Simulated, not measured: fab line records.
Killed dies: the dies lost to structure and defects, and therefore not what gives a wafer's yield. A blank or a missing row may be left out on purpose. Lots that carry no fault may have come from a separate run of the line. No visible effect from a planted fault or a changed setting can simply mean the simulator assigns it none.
Which tool was responsible?	flow berkeley_cmos170	45 wafers from 15 lots sampled at 4 of the route's 331 steps

## WHAT EACH GAUGE READ, for each wafer
UCB170_NWELL_THK_MEAS_05.
lot	measured	on	NWELL_NITRIDE_THK (nm)
L596	day 2 17:49	film_metro-02	225.9 229.4 229.1
L597	day 3 02:31	film_metro-02	221.3 222.5 223.5
L600	day 3 08:11	film_metro-03	224.1 225.9 225.1
L599	day 3 08:16	film_metro-01	222.0 224.0 222.2
L603	day 4 02:06	film_metro-02	223.2 223.3 222.5
L604	day 4 08:51	film_metro-03	220.8 221.1 222.4
L605	day 4 19:41	film_metro-02	226.3 226.0 225.6
L606	day 5 05:16	film_metro-03	223.2 224.6 223.3
L607	day 5 05:16	film_metro-01	222.1 222.0 221.3
L608	day 5 10:08	film_metro-02	224.4 223.7 224.4
L614	day 6 12:00	film_metro-02	225.2 224.5 226.8
L615	day 6 12:00	film_metro-03	221.6 222.9 223.9
L616	day 6 22:32	film_metro-02	224.0 224.1 222.9
L617	day 7 07:48	film_metro-03	222.4 223.8 223.9
L618	day 7 07:49	film_metro-01	222.8 224.6 225.3

UCB170_GATE_CD_MEAS_90: the cd target is 350 nm.
lot	measured	on	cd_nm (nm)
L596	day 7 12:50	cd_sem-01	347.6 346.7 348.1
L597	day 8 02:31	cd_sem-02	347.8 348.9 348.3
L600	day 8 02:01	cd_sem-02	348.9 349.6 347.9
L599	day 8 02:19	cd_sem-02	349.3 349.0 350.1
L603	day 9 01:40	cd_sem-01	349.7 349.4 351.4
L604	day 9 01:32	cd_sem-01	349.8 350.5 349.2
L605	day 9 11:24	cd_sem-02	349.0 349.6 348.7
L606	day 9 22:37	cd_sem-02	350.8 350.7 348.3
L607	day 9 22:44	cd_sem-02	350.6 348.3 348.2
L608	day 9 22:22	cd_sem-02	347.9 348.9 351.0
L614	day 11 15:42	cd_sem-02	349.9 350.2 351.6
L615	day 11 15:46	cd_sem-01	349.4 349.2 349.0
L616	day 11 15:29	cd_sem-01	349.9 351.9 350.2
L617	day 11 19:07	cd_sem-02	349.9 349.3 349.3
L618	day 11 19:26	cd_sem-02	350.7 350.0 349.6

UCB170_PLDD_OVL_MEAS_07.
lot	measured	on	PLDD_OVL (nm)
L596	day 7 15:11	overlay-01	-3 -6 -6
L597	day 8 04:02	overlay-02	-2 -9 -16
L600	day 8 03:17	overlay-02	8 -3 3
L599	day 8 04:00	overlay-01	4 -2 6
L603	day 9 03:23	overlay-01	-6 -1 -7
L604	day 9 03:07	overlay-02	-1 -11 -7
L605	day 9 13:28	overlay-01	-10 -15 -6
L606	day 10 00:07	overlay-01	-7 -6 -2
L607	day 10 00:23	overlay-02	0 1 -1
L608	day 9 23:58	overlay-01	-4 -1 2
L614	day 11 18:37	overlay-01	-1 1 -6
L615	day 11 18:50	overlay-02	-2 1 2
L616	day 11 18:07	overlay-01	-9 -18 -8
L617	day 11 21:26	overlay-01	2 3 -4
L618	day 11 21:28	overlay-02	2 -7 6

## WHAT TOOL EACH LOT RAN ON (gives the tool, then ch and the chambers of the sampled wafers, and finally the start)
lot	UCB170_GATE_OXIDATION_01
L596	furnace-04 ch 0, day 7 04:18
L597	furnace-04 ch 0, day 7 15:55
L600	furnace-04 ch 0, day 7 15:55
L599	furnace-04 ch 0, day 7 15:55
L603	furnace-02 ch 0, day 8 15:41
L604	furnace-02 ch 0, day 8 15:41
L605	furnace-04 ch 0, day 9 01:33
L606	furnace-02 ch 0, day 9 12:53
L607	furnace-02 ch 0, day 9 12:53
L608	furnace-02 ch 0, day 9 12:53
L614	furnace-04 ch 0, day 11 02:04
L615	furnace-04 ch 0, day 11 02:04
L616	furnace-04 ch 0, day 11 02:04
L617	furnace-04 ch 0, day 11 09:54
L618	furnace-04 ch 0, day 11 09:54
- UCB170_GATE_OXIDATION_01: target thk 6.6 nm, ox time 1800 s.

## WHAT THE TOOLS THEMSELVES READ (means of the sampled wafers that have a number; where no wafer has one, the mark that the record gives instead)
UCB170_GATE_OXIDATION_01.
lot	tool	spike_tc_centre_C (C)	spike_tc_load_C (C)	tube_center_temp_C (C)	tube_center_temp_C_max
L596	furnace-04	854.4	871.3	850	852.3
L597	furnace-04	854.3	870.8	850	852.2
L600	furnace-04	854.3	870.3	850	852.2
L599	furnace-04	855.7	871.7	850	852.1
L603	furnace-02	852.4	876.4	850	852.0
L604	furnace-02	851.7	875.9	850	852.3
L605	furnace-04	854.1	871.5	850	852.5
L606	furnace-02	846.7	871.7	845	847.1
L607	furnace-02	846.9	871.4	845	847.2
L608	furnace-02	847.1	871.0	845	847.1
L614	furnace-04	854.6	870.5	850	852.1
L615	furnace-04	855.2	870.9	850	852.5
L616	furnace-04	853.9	870.9	850	852.4
L617	furnace-04	854.2	871.0	850	852.0
L618	furnace-04	855.6	871.7	850	852.1

## THE ANSWER, worked out from the rows above alone
Rule: usual is defined by the lots themselves. Put in order of their means at a reading, lots are off if they are a third of the lots or fewer, leave a main group of 4 or more, and stand apart from it by a gap of 3 or more times the standard deviation of the main group's means; of several such gaps the widest counts. A main group is skipped when, at the precision printed for the reading in the tables above, its means are all equal. Also off: a lot with no number at a reading for which 4 or more lots have one. Any other lot the step has rows for is counted as sound. After the gauges, taken in route order, come the tools' own readings; for these a lot's mean is taken, as printed above. At the first step where some lot is off, the reading lying furthest off is the one used; lots without a number count as furthest.
Off, at UCB170_GATE_OXIDATION_01 on tube_center_temp_C_max: L606, L607, L608. The main group has a mean of 852.2 with a standard deviation of 0.17.
A tool fits if, at that step or a process step before it, it ran every lot that is off, and no sound lot after the first of them. One fits: UCB170_GATE_OXIDATION_01 on furnace-02. A fault onset in the window from L603 (day 8 15:41, its last sound lot) to L606 (day 9 12:53, its first lot off) fits.
The tool's own readings at UCB170_GATE_OXIDATION_01 bear it out: on the lots that are off they differ by more than 5 times the standard deviation of the sound lots' means. spike_tc_centre_C reads 846.9 C there against 854.2 C on the sound lots; tube_center_temp_C reads 845 C there against 850 C on the sound lots; tube_center_temp_C_max reads 847.1 there against 852.2 on the sound lots.

## WHAT HAD BEEN PUT IN BY THE SIMULATOR
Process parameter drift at UCB170_GATE_OXIDATION_01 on furnace-02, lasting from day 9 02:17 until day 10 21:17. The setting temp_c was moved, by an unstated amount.
Struck lots among those shown: L606, L607, L608. Same finding as the rule above.
